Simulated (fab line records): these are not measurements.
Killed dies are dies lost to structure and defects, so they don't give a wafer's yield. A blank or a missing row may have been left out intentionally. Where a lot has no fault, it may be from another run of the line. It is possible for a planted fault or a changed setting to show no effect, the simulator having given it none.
Commonality check across tools    flow rit-cmos    14 lots, 48 wafers sampled

== WHY IT WAS OPENED ==
At RIT_PLDD_TW_MEAS_10 the reading PLDD_TW is flagged on 2 of 14 lots. Wafers without a fault read 2350, standard deviation 20.
Rule: a lot is flagged when every wafer of it that has a number lies more than 4 standard deviations from that mean, or none has a number. The other lots count as sound.

lot   measured     on             PLDD_TW, wafer by wafer        flag
L667  day 2 22:13  film-metro-01  2337 2339 2348                 
L668  day 3 02:23  film-metro-04  2319 2326 2319                 
L669  day 3 09:49  film-metro-02  2368 2361 2368                 
L671  day 3 21:27  film-metro-04  2316 2325 2326                 
L674  day 4 11:41  film-metro-01  2019 2031 2019 2021 2034 2020  FLAGGED
L677  day 5 01:57  film-metro-02  2057 2052 2054 2059 2051 2048  FLAGGED
L682  day 5 23:25  film-metro-04  2341 2338 2335                 
L683  day 6 06:04  film-metro-04  2339 2332 2345                 
L684  day 6 09:51  film-metro-04  2338 2340 2353                 
L685  day 6 20:59  film-metro-04  2346 2342 2334                 
L686  day 7 02:25  film-metro-02  2371 2346 2366                 
L688  day 7 10:16  film-metro-01  2344 2318 2329                 
L689  day 7 16:11  film-metro-04  2322 2322 2320                 
L690  day 8 00:28  film-metro-02  2361 2389 2387                 
The mean of the flagged lots' numbers is 2039, -311 from the usual (-16 standard deviations).

== WHICH TOOL RAN EACH LOT ==
The record keeps 1 process step preceding the reading, out of 202 steps on the route. Cell contents, in order: the tool; ch with the chambers the sampled wafers went through; the start.
lot   flag     RIT_PLDD_IMPLANT_08
L667           implanter-04 ch 0, day 2 21:56
L668           implanter-04 ch 0, day 3 02:06
L669           implanter-03 ch 0, day 3 09:30
L671           implanter-01 ch 0, day 3 21:08
L674  FLAGGED  implanter-03 ch 0, day 4 11:22
L677  FLAGGED  implanter-03 ch 0, day 5 01:38
L682           implanter-01 ch 0, day 5 23:06
L683           implanter-01 ch 0, day 6 05:45
L684           implanter-04 ch 0, day 6 09:31
L685           implanter-04 ch 0, day 6 20:40
L686           implanter-01 ch 0, day 7 02:05
L688           implanter-04 ch 0, day 7 09:56
L689           implanter-03 ch 0, day 7 15:52
L690           implanter-04 ch 0, day 8 00:08
What the steps here do:
- RIT_PLDD_IMPLANT_08
- RIT_PLDD_TW_MEAS_10

== FLAGGED OVER TOTAL, TOOL BY TOOL (the gauges that took the reading come last) ==
step                 tool           lots run  flagged  share of the flagged lots  sound lots run after its first flagged lot
RIT_PLDD_IMPLANT_08  implanter-01   4         0        none                       -
RIT_PLDD_IMPLANT_08  implanter-03   4         2        all                        1 (L689)
RIT_PLDD_IMPLANT_08  implanter-04   6         0        none                       -
RIT_PLDD_TW_MEAS_10  film-metro-01  3         1        some                       1 (L688)
RIT_PLDD_TW_MEAS_10  film-metro-02  4         1        some                       2 (L686,L690)
RIT_PLDD_TW_MEAS_10  film-metro-04  7         0        none                       -

== WHAT THE TABLE ALLOWS ==
In the table, 1 row covers all flagged lots: implanter-03 at RIT_PLDD_IMPLANT_08.
- implanter-03 at RIT_PLDD_IMPLANT_08 ran 4 lots, 2 of them flagged. Sound lots ran on it after the first flagged one (L689), which a lasting fault on the whole tool wouldn't allow. Its own readings lie more than 4 standard deviations out on every wafer of the flagged lots: dose-ions-cm2, faraday-current-uA.
There is no row in the table that ran each flagged lot and no sound lot after the first.

== WHAT THE SIMULATOR HAD INSERTED ==
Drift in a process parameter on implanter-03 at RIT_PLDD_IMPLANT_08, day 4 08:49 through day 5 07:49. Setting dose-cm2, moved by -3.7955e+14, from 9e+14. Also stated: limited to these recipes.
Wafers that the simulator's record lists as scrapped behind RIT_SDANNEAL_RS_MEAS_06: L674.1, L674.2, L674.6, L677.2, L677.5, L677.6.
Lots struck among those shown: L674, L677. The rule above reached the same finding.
